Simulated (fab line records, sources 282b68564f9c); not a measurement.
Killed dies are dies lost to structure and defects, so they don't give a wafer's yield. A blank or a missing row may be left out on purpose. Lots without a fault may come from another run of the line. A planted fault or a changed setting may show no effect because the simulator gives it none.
Which tool did it? | flow rit_cmos | 14 lots, 42 wafers sampled, at 2 steps of a route of 202

WHAT THE GAUGES READ, wafer by wafer
RIT_GATE_CD_MEAS_16: target cd 150 nm.
lot  | measured    | on        | cd_nm (nm)
L193 | day 2 18:50 | cd_sem-02 | 146.5 146.7 145.8
L194 | day 3 00:46 | cd_sem-02 | 144.8 144.2 144.9
L195 | day 3 03:16 | cd_sem-01 | 145.0 148.7 145.0
L196 | day 3 10:57 | cd_sem-01 | 153.1 154.2 151.6
L199 | day 4 01:15 | cd_sem-02 | 149.5 145.8 144.9
L200 | day 4 07:08 | cd_sem-02 | 150.1 150.2 148.8
L201 | day 4 10:22 | cd_sem-01 | 150.3 152.8 152.8
L202 | day 4 18:58 | cd_sem-02 | 150.5 151.7 151.9
L204 | day 5 04:20 | cd_sem-01 | 151.6 152.0 153.4
L205 | day 5 08:08 | cd_sem-01 | 147.3 147.6 146.5
L206 | day 5 13:13 | cd_sem-02 | 147.3 148.0 145.8
L209 | day 6 03:38 | cd_sem-01 | 147.8 145.1 149.9
L211 | day 6 15:44 | cd_sem-01 | 168.0 165.9 168.6
L214 | day 7 07:04 | cd_sem-01 | 160.1 160.1 156.2

WHICH TOOL RAN EACH LOT (tool, then ch and the chambers of the sampled wafers, then the start)
lot  | RIT_GATE_DEVELOP_15
L193 | litho_track-03 ch 0, day 2 18:00
L194 | litho_track-02 ch 0, day 3 00:00
L195 | litho_track-03 ch 0, day 3 03:00
L196 | litho_track-02 ch 0, day 3 10:00
L199 | litho_track-03 ch 0, day 4 01:00
L200 | litho_track-04 ch 0, day 4 07:00
L201 | litho_track-03 ch 0, day 4 10:00
L202 | litho_track-03 ch 0, day 4 18:00
L204 | litho_track-04 ch 0, day 5 04:00
L205 | litho_track-04 ch 0, day 5 08:00
L206 | litho_track-04 ch 0, day 5 13:00
L209 | litho_track-04 ch 0, day 6 03:00
L211 | litho_track-04 ch 0, day 6 15:00
L214 | litho_track-04 ch 0, day 7 06:00
- RIT_GATE_DEVELOP_15: develop time 50 s.

WHAT THE TOOLS THEMSELVES READ (means of the sampled wafers that have a number; where no wafer has one, the mark that the record gives instead)
RIT_GATE_DEVELOP_15.
lot  | tool           | developer_temp_C (C)
L193 | litho_track-03 | 22.98
L194 | litho_track-02 | 23.02
L195 | litho_track-03 | 23.17
L196 | litho_track-02 | 23.00
L199 | litho_track-03 | 22.92
L200 | litho_track-04 | 23.04
L201 | litho_track-03 | 23.09
L202 | litho_track-03 | 23.09
L204 | litho_track-04 | 23.10
L205 | litho_track-04 | 22.95
L206 | litho_track-04 | 22.93
L209 | litho_track-04 | 23.09
L211 | litho_track-04 | 25.25
L214 | litho_track-04 | 25.30

THE ANSWER, worked out from the rows above alone
Rule: what is usual is taken from the lots themselves. Put in order of their means at a reading, lots are off if they are a third of the lots or fewer, leave a main group of 4 or more, and stand apart from it by a gap of 3 or more times the standard deviation of the main group's means; of several such gaps the widest counts. A main group whose means are all the same, to the digits that the tables above print for the reading, isn't used. A lot without any number at a reading at which 4 lots or more have one is off too. The other lots that the step has rows for count as sound. The gauges are gone through in route order, then the tools' own readings, and for those a lot's mean is taken as printed above. The first step at which some lot is off is used, and at that step the reading that is off furthest; a lot without a number counts as furthest.
Off: L211, L214, at RIT_GATE_DEVELOP_15 (developer_temp_C). The main group: mean 23.03 C, standard deviation 0.075.
A tool fits if, at that step or a process step before it, it ran every lot that is off, and no sound lot after the first of them. One fits: litho_track-04 at RIT_GATE_DEVELOP_15. Its last sound lot is L209 (day 6 03:00), its first lot that is off L211 (day 6 15:00): a fault that began between those two fits.
The tool's own readings at RIT_GATE_DEVELOP_15 bear it out: on the lots that are off they differ by more than 5 times the standard deviation of the sound lots' means. developer_temp_C reads 25.27 C there against 23.03 C on the sound lots.

WHAT THE SIMULATOR HAD PUT IN
Process parameter drift: litho_track-04, from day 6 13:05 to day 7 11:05, at RIT_GATE_DEVELOP_15. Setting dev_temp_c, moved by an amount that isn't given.
Lots struck among those shown: L211, L214. The rule above found the same.
